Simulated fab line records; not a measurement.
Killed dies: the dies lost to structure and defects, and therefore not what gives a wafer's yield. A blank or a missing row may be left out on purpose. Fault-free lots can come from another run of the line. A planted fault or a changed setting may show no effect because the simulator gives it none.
Struck lot and sound lot, side by side / flow rit-cmos / 15 out of 202 route steps
Sound: the wafers L546.1, L546.3, L546.6. Struck: wafers L554.3, L554.4, L554.5. The cause comes at the end.
Order at every step that has rows: each side's tool, ch and its chambers, its first start. Under that, the readings that differ: sound wafers / struck wafers / difference of the means / sigmas: that difference in standard deviations of wafers without a fault.
alike: readings with means less than 2 such deviations apart, plus words and numbers identical on both sides. not compared: withheld readings, readings lacking a value on some wafer, bounds such as >300 that could conceal the same value, and numbers that have no deviation in the record and whose values overlap.
A row with sigmas, a row that says differs or no value, or rows on one side alone: a step with any of these is where the two part. Numbers that don't overlap but have no deviation are shown without sigmas and don't part them. A reading missing from all wafers of one side parts the sides only when that side holds two or more wafers.

first, 3 steps without rows for these wafers: RIT_SDANNEAL_CLEAN_00 (cleans in SC1, time 600 s); RIT_SDANNEAL_CLEAN_01 (cleans in dHF, time 30 s); RIT_SDANNEAL_CLEAN_02 (cleans in SC2, time 600 s).
RIT_SDANNEAL_RTA_03: time 5.174 s.
  sound on rtp-anneal-01 ch 0, day 5 11:35; struck on rtp-anneal-01 ch 0, day 6 22:22
  alike: wafer_temp_C_max
RIT_SDANNEAL_RS_MEAS_04: a four-point-probe measurement.
  sound on film-metro-04 at day 5 11:39; struck on film-metro-03 at day 6 22:27
  alike: PSD_RS
RIT_SDANNEAL_RS_MEAS_05: a four-point-probe measurement.
  sound on film-metro-04 at day 5 11:46; struck on film-metro-03 at day 6 22:34
  alike: NSD_RS
RIT_SDANNEAL_RS_MEAS_06: a four-point-probe measurement.
  sound on film-metro-04 at day 5 11:53; struck on film-metro-03 at day 6 22:41
  alike: PLDD_RS
RIT_SDANNEAL_RS_MEAS_07: a four-point-probe measurement.
  sound on film-metro-04 at day 5 12:01; struck on film-metro-03 at day 6 22:49
  alike: NLDD_RS
then, 1 step without rows for these wafers: RIT_SILICIDE_WET_ETCH_00 (etches SiO2 in BOE, target depth 14 nm, time 15 s).
RIT_SILICIDE_SPUTTER_01: material Ti, target thk 30 nm, time 240 s.
  sound on pvd-sputter-01 at day 5 12:08; struck on pvd-sputter-01 at day 6 22:54
  alike: throttle-valve-pct
RIT_SILICIDE_RS_MEAS_02: a four-point-probe measurement.
  sound on film-metro-01 at day 5 12:17; struck on film-metro-01 at day 6 23:05
  alike: SILICIDE_TI_RS
RIT_SILICIDE_THK_MEAS_03: measures by xrf.
  sound on film-metro-01 at day 5 12:25; struck on film-metro-01 at day 6 23:11
  alike: SILICIDE_TI_THK
RIT_SILICIDE_RTA_04: time 10 s, ramp up 5 s, ramp down 5 s.
  sound on rtp-anneal-02 ch 0, day 5 12:28; struck on rtp-anneal-02 ch 0, day 6 23:15
reading=wafer_temp_C_max; sound=653.2 655.5 654.0; struck=656.9 657.5 658.2; difference=+3.3; sigmas=+5
then, 1 step without rows for these wafers: RIT_SILICIDE_WET_ETCH_05 (etches Ti in SPM, time 120 s).
RIT_M1_PROBE_99:
  rows exist in the record for the struck wafers here (prober-01, day 7 06:02), but not for the sound ones

== WHERE THEY PART ==
At RIT_SILICIDE_RTA_04 first; at RIT_M1_PROBE_99 last (within this record only).

WHY: what had been put in by the simulator
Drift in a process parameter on rtp-anneal-02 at RIT_SILICIDE_RTA_04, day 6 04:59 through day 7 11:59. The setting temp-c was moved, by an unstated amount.
